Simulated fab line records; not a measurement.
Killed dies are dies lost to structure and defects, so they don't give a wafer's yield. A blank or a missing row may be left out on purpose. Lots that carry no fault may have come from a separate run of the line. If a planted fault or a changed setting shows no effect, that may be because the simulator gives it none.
Which tool was responsible? / flow berkeley_cmos170 / 45 wafers from 15 lots sampled at 4 of the route's 331 steps

== WHAT THE GAUGES READ, wafer by wafer ==
UCB170_GATE_CD_MEAS_90 targets a cd of 350 nm. Usual: cd_nm reads 349.3 nm (standard deviation 1.6).
lot=L515; measured=day 7 08:47; on=cd_sem-02; cd_nm (nm)=348.5 348.3 348.9; flag=
lot=L517; measured=day 7 08:53; on=cd_sem-01; cd_nm (nm)=347.0 348.9 347.6; flag=
lot=L519; measured=day 7 17:34; on=cd_sem-02; cd_nm (nm)=349.9 350.1 351.5; flag=
lot=L522; measured=day 8 12:41; on=cd_sem-01; cd_nm (nm)=- - -; flag=OFF
lot=L521; measured=day 8 12:45; on=cd_sem-01; cd_nm (nm)=- - -; flag=OFF
lot=L525; measured=day 8 22:11; on=cd_sem-02; cd_nm (nm)=- - -; flag=OFF
lot=L526; measured=day 9 21:10; on=cd_sem-02; cd_nm (nm)=348.6 348.4 348.0; flag=
lot=L527; measured=day 10 00:19; on=cd_sem-01; cd_nm (nm)=347.7 347.0 348.3; flag=
lot=L530; measured=day 10 09:13; on=cd_sem-01; cd_nm (nm)=348.4 347.8 348.4; flag=
lot=L531; measured=day 10 21:22; on=cd_sem-02; cd_nm (nm)=352.3 351.3 350.1; flag=
lot=L533; measured=day 10 21:35; on=cd_sem-01; cd_nm (nm)=353.3 352.8 353.5; flag=
lot=L534; measured=day 10 21:44; on=cd_sem-01; cd_nm (nm)=349.4 348.2 346.8; flag=
lot=L536; measured=day 11 16:19; on=cd_sem-01; cd_nm (nm)=351.4 352.0 350.0; flag=
lot=L535; measured=day 11 16:28; on=cd_sem-02; cd_nm (nm)=346.9 346.9 348.3; flag=
lot=L537; measured=day 12 01:15; on=cd_sem-01; cd_nm (nm)=349.8 351.4 350.2; flag=

UCB170_SILICIDE_THK_MEAS_03: measures by xrf. Usual: SILICIDE_TI_THK 30.2 nm, standard deviation 0.32.
lot=L515; measured=day 8 00:48; on=film_metro-02; SILICIDE_TI_THK (nm)=30.3 30.7 30.9; flag=
lot=L517; measured=day 8 02:47; on=film_metro-01; SILICIDE_TI_THK (nm)=29.8 29.9 29.2; flag=
lot=L519; measured=day 8 09:38; on=film_metro-01; SILICIDE_TI_THK (nm)=30.3 30.2 29.9; flag=
lot=L526; measured=day 10 11:43; on=film_metro-01; SILICIDE_TI_THK (nm)=30.2 30.2 30.4; flag=
lot=L527; measured=day 10 12:10; on=film_metro-02; SILICIDE_TI_THK (nm)=29.9 29.6 30.1; flag=
lot=L530; measured=day 11 03:08; on=film_metro-01; SILICIDE_TI_THK (nm)=30.2 29.9 30.1; flag=
lot=L531; measured=day 11 14:07; on=film_metro-01; SILICIDE_TI_THK (nm)=29.6 29.5 29.6; flag=
lot=L533; measured=day 11 14:31; on=film_metro-01; SILICIDE_TI_THK (nm)=30.4 30.1 30.5; flag=
lot=L534; measured=day 11 14:41; on=film_metro-04; SILICIDE_TI_THK (nm)=30.4 30.7 30.6; flag=
lot=L536; measured=day 12 08:46; on=film_metro-04; SILICIDE_TI_THK (nm)=30.0 30.1 30.1; flag=
lot=L535; measured=day 12 08:34; on=film_metro-01; SILICIDE_TI_THK (nm)=29.9 29.9 30.1; flag=
lot=L537; measured=day 12 14:39; on=film_metro-04; SILICIDE_TI_THK (nm)=30.6 30.6 30.6; flag=

UCB170_CONTACT_OVL_MEAS_16. Usual: CONTACT_OVL 2 nm, standard deviation 5.2.
lot=L515; measured=day 8 05:06; on=overlay-02; CONTACT_OVL (nm)=8 6 1; flag=
lot=L517; measured=day 8 13:23; on=overlay-01; CONTACT_OVL (nm)=5 8 9; flag=
lot=L519; measured=day 8 15:52; on=overlay-01; CONTACT_OVL (nm)=9 9 6; flag=
lot=L526; measured=day 10 15:40; on=overlay-01; CONTACT_OVL (nm)=-1 2 2; flag=
lot=L527; measured=day 10 16:14; on=overlay-02; CONTACT_OVL (nm)=9 1 -2; flag=
lot=L530; measured=day 11 08:49; on=overlay-01; CONTACT_OVL (nm)=0 0 1; flag=
lot=L531; measured=day 11 18:22; on=overlay-01; CONTACT_OVL (nm)=0 8 6; flag=
lot=L533; measured=day 11 21:09; on=overlay-01; CONTACT_OVL (nm)=-1 7 5; flag=
lot=L534; measured=day 11 20:52; on=overlay-02; CONTACT_OVL (nm)=0 7 -5; flag=
lot=L536; measured=day 12 12:50; on=overlay-01; CONTACT_OVL (nm)=13 6 6; flag=
lot=L535; measured=day 12 12:43; on=overlay-02; CONTACT_OVL (nm)=-5 -8 -4; flag=
lot=L537; measured=day 12 20:46; on=overlay-01; CONTACT_OVL (nm)=6 -4 -1; flag=

== EACH LOT AND THE TOOL THAT RAN IT (in order: tool; ch and the chambers of the sampled wafers; start) ==
lot=L515; UCB170_GATE_EXPOSE_09=krf_scanner-02 ch 0, day 7 08:02
lot=L517; UCB170_GATE_EXPOSE_09=krf_scanner-02 ch 0, day 7 08:09
lot=L519; UCB170_GATE_EXPOSE_09=krf_scanner-02 ch 0, day 7 16:45
lot=L522; UCB170_GATE_EXPOSE_09=krf_scanner-01, day 8 11:43
lot=L521; UCB170_GATE_EXPOSE_09=krf_scanner-01, day 8 11:46
lot=L525; UCB170_GATE_EXPOSE_09=krf_scanner-02, day 8 21:18
lot=L526; UCB170_GATE_EXPOSE_09=krf_scanner-02 ch 0, day 9 20:26
lot=L527; UCB170_GATE_EXPOSE_09=krf_scanner-01 ch 0, day 9 23:35
lot=L530; UCB170_GATE_EXPOSE_09=krf_scanner-01 ch 0, day 10 08:26
lot=L531; UCB170_GATE_EXPOSE_09=krf_scanner-01 ch 0, day 10 20:34
lot=L533; UCB170_GATE_EXPOSE_09=krf_scanner-01 ch 0, day 10 20:41
lot=L534; UCB170_GATE_EXPOSE_09=krf_scanner-02 ch 0, day 10 20:55
lot=L536; UCB170_GATE_EXPOSE_09=krf_scanner-01 ch 0, day 11 15:20
lot=L535; UCB170_GATE_EXPOSE_09=krf_scanner-01 ch 0, day 11 15:28
lot=L537; UCB170_GATE_EXPOSE_09=krf_scanner-01 ch 0, day 12 00:31
- UCB170_GATE_EXPOSE_09: exposes mask POLY, target cd 350 nm.

== WHAT THE TOOLS THEMSELVES READ (means of the sampled wafers that have a number; where no wafer has one, the mark that the record gives instead) ==
UCB170_GATE_EXPOSE_09. Usual: exposure_dose_mJ_cm2 20.991, standard deviation 0.019; focus_offset_nm -0.1 nm, standard deviation 0.63.
lot=L515; tool=krf_scanner-02; exposure_dose_mJ_cm2=20.982; focus_offset_nm (nm)=-1.1; flag=
lot=L517; tool=krf_scanner-02; exposure_dose_mJ_cm2=20.998; focus_offset_nm (nm)=0.5; flag=
lot=L519; tool=krf_scanner-02; exposure_dose_mJ_cm2=20.991; focus_offset_nm (nm)=0.4; flag=
lot=L522; tool=krf_scanner-01; exposure_dose_mJ_cm2=-; focus_offset_nm (nm)=-; flag=OFF
lot=L521; tool=krf_scanner-01; exposure_dose_mJ_cm2=-; focus_offset_nm (nm)=-; flag=OFF
lot=L525; tool=krf_scanner-02; exposure_dose_mJ_cm2=-; focus_offset_nm (nm)=-; flag=OFF
lot=L526; tool=krf_scanner-02; exposure_dose_mJ_cm2=21.009; focus_offset_nm (nm)=-1.0; flag=
lot=L527; tool=krf_scanner-01; exposure_dose_mJ_cm2=20.993; focus_offset_nm (nm)=0.4; flag=
lot=L530; tool=krf_scanner-01; exposure_dose_mJ_cm2=21.011; focus_offset_nm (nm)=-0.5; flag=
lot=L531; tool=krf_scanner-01; exposure_dose_mJ_cm2=20.973; focus_offset_nm (nm)=-0.3; flag=
lot=L533; tool=krf_scanner-01; exposure_dose_mJ_cm2=20.990; focus_offset_nm (nm)=-0.2; flag=
lot=L534; tool=krf_scanner-02; exposure_dose_mJ_cm2=20.988; focus_offset_nm (nm)=-0.1; flag=
lot=L536; tool=krf_scanner-01; exposure_dose_mJ_cm2=20.995; focus_offset_nm (nm)=0.2; flag=
lot=L535; tool=krf_scanner-01; exposure_dose_mJ_cm2=21.002; focus_offset_nm (nm)=-0.6; flag=
lot=L537; tool=krf_scanner-01; exposure_dose_mJ_cm2=20.986; focus_offset_nm (nm)=0.3; flag=

== THE ANSWER, worked out from the rows above alone ==
Rule: take the mean of a lot's wafers that have a number; if it is more than 3 standard deviations from the usual mean, the lot is off. Also off: a lot with no number at a reading for which 4 or more lots have one. Any other lot the step has rows for is counted as sound. The gauges are gone through in route order, then the tools' own readings, and for those a lot's mean is taken as printed above. At the first step where some lot is off, the reading lying furthest off is the one used; lots without a number count as furthest.
Off, at UCB170_GATE_CD_MEAS_90 on cd_nm: L522, L521, L525. Without a number there: L522, L521, L525.
If a tool, at a process step before that reading, ran all the lots that are off and no sound lot after the first of them, it fits. Not tried: the gauges at UCB170_GATE_CD_MEAS_90; whatever is off there is also off at UCB170_GATE_EXPOSE_09, on other tools, and gauge error can't account for it. None of those tried fits.

== WHAT THE SIMULATOR PUT IN ==
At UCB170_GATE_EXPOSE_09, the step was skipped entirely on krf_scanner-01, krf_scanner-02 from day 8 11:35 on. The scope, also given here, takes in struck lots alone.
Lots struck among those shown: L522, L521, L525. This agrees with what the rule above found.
